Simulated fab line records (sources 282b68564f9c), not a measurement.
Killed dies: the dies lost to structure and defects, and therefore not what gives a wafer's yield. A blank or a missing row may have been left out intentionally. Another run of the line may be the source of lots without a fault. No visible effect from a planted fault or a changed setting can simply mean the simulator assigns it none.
Which tool did it? ; flow rit_cmos ; 11 lots, 33 wafers sampled, at 3 steps of a route of 202

== WHAT THE GAUGES SHOWED, per wafer ==
RIT_SDANNEAL_RS_MEAS_04: the measuring method here is four-point-probe.
lot;measured;on;PSD_RS (ohm/sq)
L416;day 3 05:14;film_metro-03;116.4 116.2 115.8
L417;day 3 08:05;film_metro-03;116.4 116.1 116.2
L418;day 3 12:56;film_metro-02;115.3 115.5 115.9
L422;day 4 11:38;film_metro-02;115.4 115.8 115.8
L427;day 5 13:48;film_metro-02;144.3 144.1 144.5
L429;day 5 22:20;film_metro-03;144.8 145.0 144.8
L430;day 6 02:21;film_metro-04;116.0 115.6 115.8
L432;day 6 10:18;film_metro-04;115.8 116.0 116.0
L434;day 6 22:05;film_metro-04;116.3 115.9 116.0
L436;day 7 11:20;film_metro-03;116.9 116.4 116.4
L438;day 7 18:04;film_metro-03;116.0 115.7 116.0

== WHAT TOOL EACH LOT RAN ON (gives the tool, then ch and the chambers of the sampled wafers, and finally the start) ==
lot;RIT_NLDD_STRIP_09;RIT_SDANNEAL_RTA_03
L416;plasma_asher-03 ch 0,1, day 2 21:27;rtp_anneal-01 ch 0, day 3 05:10
L417;plasma_asher-03 ch 0,1, day 3 00:19;rtp_anneal-02 ch 0, day 3 08:01
L418;plasma_asher-03 ch 0,1, day 3 04:57;rtp_anneal-01 ch 0, day 3 12:49
L422;plasma_asher-01 ch 0,1, day 4 04:13;rtp_anneal-01 ch 0, day 4 11:34
L427;plasma_asher-02 ch 0,1, day 5 05:19;rtp_anneal-02 ch 0, day 5 13:44
L429;plasma_asher-01 ch 0,1, day 5 14:21;rtp_anneal-02 ch 0, day 5 22:15
L430;plasma_asher-01 ch 0,1, day 5 18:23;rtp_anneal-01 ch 0, day 6 02:14
L432;plasma_asher-01 ch 0,1, day 6 02:33;rtp_anneal-01 ch 0, day 6 10:13
L434;plasma_asher-01 ch 0,1, day 6 14:17;rtp_anneal-01 ch 0, day 6 22:01
L436;plasma_asher-01 ch 0,1, day 7 03:20;rtp_anneal-01 ch 0, day 7 11:16
L438;plasma_asher-02 ch 1, day 7 10:16;rtp_anneal-01 ch 0, day 7 18:00
- RIT_NLDD_STRIP_09: strips in O2, time 180 s.
- RIT_SDANNEAL_RTA_03: time 5 s.

== THE ANSWER, worked out from the rows above alone ==
Rule: the lots themselves supply what counts as usual. The widest of any qualifying gaps counts: lots, ordered by their means at a reading, are off when they make up no more than a third of the lots, leave a main group of 4 or more, and stand apart from it by 3 or more times the standard deviation of that group's means. The tables above print the reading to a certain number of digits; a main group whose means all agree to those digits is not used. A lot without any number at a reading at which 4 lots or more have one is off too. All remaining lots with rows at the step are treated as sound.
Off: L427, L429, seen at RIT_SDANNEAL_RS_MEAS_04 (PSD_RS). For the main group the mean is 116.0 ohm/sq and the standard deviation 0.29.
If a tool, at a process step before that reading, ran all the lots that are off and no sound lot after the first of them, it fits. The gauges at RIT_SDANNEAL_RS_MEAS_04 are tried like those tools. One fits: rtp_anneal-02 at RIT_SDANNEAL_RTA_03. A fault onset in the window from L417 (day 3 08:01, its last sound lot) to L427 (day 5 13:44, its first lot off) fits.

== WHAT WAS PUT IN BY THE SIMULATOR ==
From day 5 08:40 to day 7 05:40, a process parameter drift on rtp_anneal-02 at RIT_SDANNEAL_RTA_03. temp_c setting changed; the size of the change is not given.
Lots struck among those shown: L427, L429. The rule given above showed the same thing.
